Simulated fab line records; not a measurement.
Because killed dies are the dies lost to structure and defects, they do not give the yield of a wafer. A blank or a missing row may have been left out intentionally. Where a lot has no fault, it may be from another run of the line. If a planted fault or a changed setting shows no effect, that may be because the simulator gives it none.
Problem report, 8D (eight disciplines) form, completed by code | flow berkeley cmos170 | the parts of the form that need people (team, actions taken, sign-off) are left out

== 1. THE PROBLEM ==
Across 6 wafers from 2 lots, PSD_TW at UCB170_PSD_TW_MEAS_10 averages 2741, while fault-free wafers read 2325 with a standard deviation of 23. That is +18 standard deviations from the usual mean.
First seen on wafer L934.1, day 11 10:17, on film metro-01. The record holds 42 wafers of 14 lots with a number at this step. Rule for "out", or "out of limits": more than 4 standard deviations from the usual mean. Any other wafer with a number is counted as sound.

== 2. WHAT IT IS, AND WHAT IT ISN'T ==
question                    | is                     | is not
which readings at this step | PSD_TW                 | -
which lots                  | L932, L934             | L916, L917, L918, L920, L921, L922, L923, L924, L925, L927, L937, L938
which wafers of those lots  | all that have a number | -
read on which gauges        | film metro-01          | film metro-02, film metro-03
when                        | from day 11 10:17      | up to then (30 sound wafers); but 6 sound wafers of L937, L938 came after

== 3. THE SUSPECTS, EACH WITH WHAT RULES IT OUT ==
Counting: a tool stays on the suspect list if, at a process step up to the reading, it processed all lots that are out and no sound lot following the first of them.
- the gauge at UCB170_PSD_TW_MEAS_10 is ruled out. All the wafers that are out were read on film metro-01, but those of them that UCB170_PSD_IMPLANT_08 has rows for are out there too, on other tools.
- implanter-02 at UCB170_PSD_IMPLANT_08: kept. It ran every lot that is out, first L934 (day 11 10:02), and no sound lot after that; its last sound lot up to then is L925 (day 9 15:57). Out on those wafers are its own readings of beam on s, dose ions cm2, faraday current uA.
- plasma asher-03 at UCB170_PSD_STRIP_09 (strips in O2): kept. It ran every lot that is out, first L934 (day 11 10:11), and no sound lot after that; its last sound lot up to then is L927 (day 9 16:37). Out on those wafers are its own readings of oes product au, strip time to endpoint s.
Remaining after the count are implanter-02 at UCB170_PSD_IMPLANT_08 and plasma asher-03 at UCB170_PSD_STRIP_09.

== 4. THE CAUSE (what the simulator had put in) ==
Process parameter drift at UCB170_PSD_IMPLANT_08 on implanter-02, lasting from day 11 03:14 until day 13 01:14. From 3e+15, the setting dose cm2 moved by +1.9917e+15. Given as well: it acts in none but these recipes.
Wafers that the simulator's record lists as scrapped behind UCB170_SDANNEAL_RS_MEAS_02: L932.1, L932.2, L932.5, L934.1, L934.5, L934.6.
2 suspects survive the count, and this tool is in that group.

== 5. THE EFFECT CHAIN, in route order ==
Each row: a reading whose mean over the struck wafers that have a number lies more than 3 standard deviations from the usual. Scope: only readings with a usual standard deviation given in the record; hours: median across lots of the time from each lot's start at the first step in this table that gives one to its start at this step; sigmas: change in usual standard deviations.
hours | step                       | reading                  | usual        | on struck wafers | change | sigmas
0     | UCB170_PSD_IMPLANT_08      | beam on s                | 10.04 s      | 13.56            | +3.52  | +19
0     | UCB170_PSD_IMPLANT_08      | dose ions cm2            | 3e+15        | 5e+15            | +2e+15 | +99 or more
0     | UCB170_PSD_IMPLANT_08      | faraday current uA       | 9225         | 11317            | +2092  | +12
0     | UCB170_PSD_STRIP_09        | oes product au           | 0.600 a.u.   | 0.540            | -0.060 | -13
0     | UCB170_PSD_STRIP_09        | strip time to endpoint s | 29.39 s      | 35.30            | +5.91  | +91
0     | UCB170_PSD_TW_MEAS_10      | PSD_TW                   | 2325         | 2741             | +416   | +18
9     | UCB170_SDANNEAL_RS_MEAS_02 | PSD_RS                   | 75.61 ohm/sq | 56.27            | -19.34 | -64
Its process steps:
- UCB170_PSD_IMPLANT_08
- UCB170_PSD_STRIP_09: strips in O2.

== 6. WHAT WOULD HAVE CAUGHT IT SOONER ==
Counted from the fault's start at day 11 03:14, it took 7 hours until the first out-of-limits reading at a measuring or inspecting step in this record, taken at day 11 10:17.
The tool's own readings at UCB170_PSD_IMPLANT_08 were out on every struck wafer that the step has a row for (beam on s, dose ions cm2, faraday current uA): an alarm limit on them would have fired on the first of those.
Among the 2 lots that are out, L932 began UCB170_PSD_IMPLANT_08 on implanter-02 after day 11 10:17. It would have been spared by a hold on the tool at that moment.
